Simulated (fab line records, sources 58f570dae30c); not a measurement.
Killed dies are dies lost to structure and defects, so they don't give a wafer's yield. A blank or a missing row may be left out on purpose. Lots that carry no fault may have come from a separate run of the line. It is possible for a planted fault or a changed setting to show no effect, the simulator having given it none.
Matching of chambers    flow berkeleyCmos170    3 sister chambers for UCB170_V1_CVD_00 on pecvd-02
The step deposits SiO2 from TEOS/O2, target thk 2000 nm, time 250 s. 14 wafers are shown with their chamber, then 7 later ones without.

== EACH WAFER AND ITS CHAMBER ==
wafer   chamber  heaterPowerW (W)
L439.1  2        343
L439.4  2        254
L439.6  0        102
L442.4  0        96
L442.5  1        287
L442.6  2        244
L445.2  0        158
L445.4  1        210
L445.5  2        253
L448.1  0        131
L448.3  2        331
L448.6  0        170
L453.1  2        266
L453.3  1        281

SIGNATURES (means of the wafers above)
reading       chamber 0  chamber 1  chamber 2  scatter within a chamber
heaterPowerW  131.40     259.33     281.83     39.8
Rule: a wafer lies at a distance from a chamber equal to the root of the sum of squares, over the readings, of (its reading less the chamber's mean, divided by the reading's scatter). If the next closest chamber is less than 2 further off than the closest, the wafer can't be placed; otherwise it belongs to the closest. The scatter is the square root of a quotient: the sum, over the shown wafers, of each reading's squared deviation from its chamber's mean, divided by wafers minus chambers.

== WAFERS WITH NO CHAMBER GIVEN ==
wafer   heaterPowerW (W)
L453.6  206
L458.1  122
L458.2  163
L458.6  155
L461.1  108
L461.2  283
L461.6  158

== CHAMBER TAKEN BY EACH ==
wafer   from the rows above           in truth
L453.6  can't be placed: 1 or 0 or 2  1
L458.1  0                             0
L458.2  can't be placed: 0 or 1       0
L458.6  0                             0
L461.1  0                             0
L461.2  can't be placed: 2 or 1       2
L461.6  can't be placed: 0 or 1       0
3 of 7 placed correctly. Can't be placed from these rows: 4 (the true chamber is among the candidates in 4). Placed wrongly: 0.
